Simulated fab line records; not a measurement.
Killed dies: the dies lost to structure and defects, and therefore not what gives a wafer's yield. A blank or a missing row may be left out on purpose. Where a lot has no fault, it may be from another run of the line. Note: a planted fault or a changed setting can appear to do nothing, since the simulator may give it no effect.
Comparing a struck lot with a sound one :: flow rit cmos :: 17 steps out of a route of 202
Sound: these wafers, L670.2, L670.3, L670.5. Wafers struck: L672.1, L672.5, L672.6. The cause is named last.
Per side, at each step with rows, come the tool, then ch with its chambers, and then its first start. Under that, the readings that differ: sound wafers :: struck wafers :: difference of the means :: sigmas: that difference in standard deviations of wafers without a fault.
alike: same words and numbers on both sides, and readings whose means sit less than 2 such deviations apart. not compared: any withheld reading, any reading some wafer has no value for, any bound like >300 that may hide the same value, and any number with overlapping values for which the record gives no deviation.
Wherever a step has rows on one side only, a row that says differs or no value, or a row with sigmas, the two part there. Non-overlapping numbers with no deviation appear without sigmas and do not part them. A reading missing from all wafers of one side parts the sides only when that side holds two or more wafers.

RIT_PWELL_TW_MEAS_10:
  sound: film metro-04 at day 3 06:06; struck: film metro-02 at day 3 20:49
  alike: PWELL_TW
then, 1 step without rows for these wafers: RIT_WELLDRIVE_ANNEAL_00 (time 14700 s).
RIT_WELLDRIVE_RS_MEAS_01: a four-point-probe measurement.
  sound: film metro-04 at day 3 12:52; struck: film metro-02 at day 4 01:59
  alike: NWELL_RS
RIT_WELLDRIVE_RS_MEAS_02: a four-point-probe measurement.
  sound: film metro-04 at day 3 12:59; struck: film metro-02 at day 4 02:07
reading: PWELL_RS (ohm/sq)
sound: 429.7 429.5 430.0
struck: 427.1 426.8 426.4
difference: -3.0
sigmas: -2
then, 6 steps without rows for these wafers: RIT_NRETRO_HMDS_00 (prime time 60 s); RIT_NRETRO_COAT_01 (resist thk 1300 nm); RIT_NRETRO_SOFTBAKE_02 (time 60 s); RIT_NRETRO_EXPOSE_03 (exposes mask M4, target cd 43900 nm); RIT_NRETRO_PEB_04; RIT_NRETRO_DEVELOP_05 (develop time 68 s).
RIT_NRETRO_OVL_MEAS_06:
  sound: overlay-01 at day 3 14:06; struck: overlay-01 at day 4 03:14
  alike: NRETRO_OVL
then, 1 step without rows for these wafers: RIT_NRETRO_HARDBAKE_07 (time 120 s).
RIT_NRETRO_IMPLANT_08:
  sound on implanter-02 ch 0, day 3 14:24; struck on implanter-01 ch 0, day 4 03:31
reading: dose ions cm2
sound: 9.97e+12 9.997e+12 1.001e+13
struck: 7.799e+12 7.798e+12 7.8e+12
difference: -2.193e+12
sigmas: -99 or more

reading: faraday current uA
sound: 31.1 32.4 33.2
struck: 25.8 23.4 24.7
difference: -7.6
sigmas: -11
  alike: beam on s
RIT_NRETRO_STRIP_09: strips in O2, time 180 s.
  sound on plasma asher-01 ch 0,1, day 3 14:32; struck on plasma asher-04 ch 0,1, day 4 03:40
  alike: chamber pressure mTorr, drypump motor current A
  not compared: rf hours counter h
RIT_NRETRO_TW_MEAS_10:
  sound: film metro-02 at day 3 14:43; struck: film metro-02 at day 4 03:50
reading: NRETRO_TW
sound: 1051 1049 1064
struck: 977 975 967
difference: -82
sigmas: -8
then, 1 step without rows for these wafers: RIT_PRETRO_HMDS_00 (prime time 60 s).
RIT_M1_PROBE_99:
  sound: prober-02 at day 4 20:20; struck: prober-02 at day 5 12:35
reading: model.etest.pmos_0p3.r on ohm um
sound: 6366 6376 6483
struck: 5847 5896 5802
difference: -560
sigmas: 

reading: model.etest.pmos_0p15.drive ua um
sound: 253.8 251.8 253.2
struck: 294.1 283.3 298.6
difference: +39.1
sigmas: 

reading: model.etest.pmos turned.drive ua um
sound: 191.3 188.2 186.8
struck: 219 218.1 228.3
difference: +33
sigmas: 

reading: model.etest.pmos narrow.drive ua um
sound: 98.04 98.29 97.32
struck: 118.2 115.6 118.9
difference: +19.7
sigmas: 

reading: model.etest.pmos_0p3.drive ua um
sound: 99.5 98.72 97.64
struck: 114.4 111.8 114.3
difference: +14.9
sigmas: 

reading: model.etest.well edge right.line ohm um
sound: 181.6 182.8 184.2
struck: 189.1 186.2 187.4
difference: +4.7
sigmas: 

reading: model.etest.well edge left.line ohm um
sound: 180.4 181.8 178.8
struck: 186 185.5 186.9
difference: +6
sigmas: 

reading: model.etest.pmos_0p15.off log10 a um
sound: -10.38 -10.52 -10.41
struck: -9.251 -9.681 -9.221
difference: +1.052
sigmas: 
  alike: killed at contacts, killed at front end, killed dies, killed open, killed short

## WHERE THEY PART
Last at RIT_NRETRO_TW_MEAS_10 as far as this record goes, first at RIT_WELLDRIVE_RS_MEAS_02. Later steps at which nothing parts them and some readings are alike: RIT_M1_PROBE_99.

WHY: what had been put in by the simulator
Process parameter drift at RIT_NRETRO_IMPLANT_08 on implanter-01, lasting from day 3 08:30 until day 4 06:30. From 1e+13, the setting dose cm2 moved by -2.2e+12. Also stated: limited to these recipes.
